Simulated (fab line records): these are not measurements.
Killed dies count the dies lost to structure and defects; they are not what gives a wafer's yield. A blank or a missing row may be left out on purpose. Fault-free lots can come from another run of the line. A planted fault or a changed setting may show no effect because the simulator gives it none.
Matching of chambers    flow berkeley_cmos170    UCB170_V1_CMP_02 on cmp-02: 4 sister chambers
The step polishes SiO2. 8 wafers are shown with their chamber, then 12 later ones without.

== WAFERS, EACH WITH ITS CHAMBER ==
wafer   chamber  motor_current_A (A)  platen_rpm (rpm)
L088.2  0        20.5                 60.04
L089.2  0        20.6                 60.01
L089.4  1        17.4                 59.99
L091.3  1        16.1                 59.97
L091.5  3        16.5                 59.97
L094.1  3        16.1                 60.06
L094.4  2        14.2                 60.01
L094.6  2        14.1                 59.99

== WAFERS MISSING THEIR CHAMBER ==
wafer   motor_current_A (A)  platen_rpm (rpm)
L092.3  15.2                 60.15
L092.4  15.5                 60.04
L092.5  21.4                 59.92
L093.1  16.7                 60.09
L093.2  18.4                 60.02
L093.5  14.6                 59.96
L090.2  21.9                 59.98
L090.5  16.2                 60.01
L090.6  15.6                 59.97
L095.1  14.7                 60.08
L095.2  20.1                 59.99
L095.3  16.5                 59.97

== EACH ONE'S CHAMBER ==
wafer   from the rows above           in truth
L092.3  can't be placed: 3 or 2 or 1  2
L092.4  can't be placed: 3 or 2 or 1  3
L092.5  0                             0
L093.1  can't be placed: 3 or 1       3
L093.2  can't be placed: 1 or 3 or 0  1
L093.5  2                             2
L090.2  0                             0
L090.5  can't be placed: 3 or 1       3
L090.6  can't be placed: 3 or 1 or 2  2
L095.1  can't be placed: 2 or 3       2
L095.2  0                             0
L095.3  can't be placed: 1 or 3       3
4 of 12 placed correctly. Can't be placed from these rows: 8 (the true chamber is among the candidates in 8). Number placed wrongly: 0.
How it was worked out, from the rows above alone: a wafer's distance from a chamber is the root of the sum, over the readings, of the square of ((its reading less the chamber's mean) divided by the reading's scatter). If the next closest chamber is less than 2 further off than the closest, the wafer can't be placed; otherwise it belongs to the closest. For every chamber, the mean is computed from those of its wafers that are shown. The scatter: the root of (the sum of the squares of (reading less its chamber's mean) over the shown wafers, divided by (wafers less chambers)).
